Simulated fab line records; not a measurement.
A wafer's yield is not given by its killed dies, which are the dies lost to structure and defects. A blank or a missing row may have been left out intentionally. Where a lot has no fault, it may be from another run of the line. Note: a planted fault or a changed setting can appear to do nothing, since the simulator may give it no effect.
Which of the tools did it? ; flow ritCmos ; 6 lots, 18 wafers sampled, at 2 steps of a route of 202

== WHAT THE GAUGES SHOWED, per wafer ==
RIT_NSD_TW_MEAS_10.
lot;measured;on;NSD_TW
L572;day 3 18:40;filmMetro-04;3073 3073 3060
L575;day 4 09:05;filmMetro-03;3115 3097 3108
L581;day 5 13:23;filmMetro-01;3329 3313 3318 3309 3332 3331
L584;day 6 03:30;filmMetro-04;3332 3335 3323 3302 3315 3325
L586;day 6 11:25;filmMetro-04;3097 3108 3101
L593;day 8 03:21;filmMetro-01;3147 3148 3124

== WHAT TOOL EACH LOT RAN ON (gives the tool, then ch and the chambers of the sampled wafers, and finally the start) ==
lot;RIT_NSD_IMPLANT_08
L572;implanter-03 ch 0, day 3 18:23
L575;implanter-01 ch 0, day 4 08:47
L581;implanter-01 ch 0, day 5 13:06
L584;implanter-01 ch 0, day 6 03:11
L586;implanter-02 ch 0, day 6 11:08
L593;implanter-03 ch 0, day 8 03:01
- RIT_NSD_IMPLANT_08

== THE ANSWER, worked out from the rows above alone ==
Rule: the usual values come from the lots themselves. The widest of any qualifying gaps counts: lots, ordered by their means at a reading, are off when they make up no more than a third of the lots, leave a main group of 4 or more, and stand apart from it by 3 or more times the standard deviation of that group's means. A main group is skipped when, at the precision printed for the reading in the tables above, its means are all equal. A lot without any number at a reading at which 4 lots or more have one is off too. Any other lot the step has rows for is counted as sound.
Off: L581, L584, seen at RIT_NSD_TW_MEAS_10 (NSD_TW). Main group: mean 3104, sd 25.
A tool fits if, at a process step before that reading, it ran every lot that is off, and no sound lot after the first of them. Those tools and the gauges at RIT_NSD_TW_MEAS_10 are tried in the same way. One fits: RIT_NSD_IMPLANT_08 on implanter-01. A fault onset in the window from L575 (day 4 08:47, its last sound lot) to L581 (day 5 13:06, its first lot off) fits.

== WHAT WAS PUT IN BY THE SIMULATOR ==
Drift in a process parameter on implanter-01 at RIT_NSD_IMPLANT_08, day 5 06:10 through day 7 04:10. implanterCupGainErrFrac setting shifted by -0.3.
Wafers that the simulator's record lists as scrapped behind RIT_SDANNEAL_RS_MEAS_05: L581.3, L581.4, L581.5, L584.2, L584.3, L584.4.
Struck lots among those shown: L581, L584. The rule above found the same.
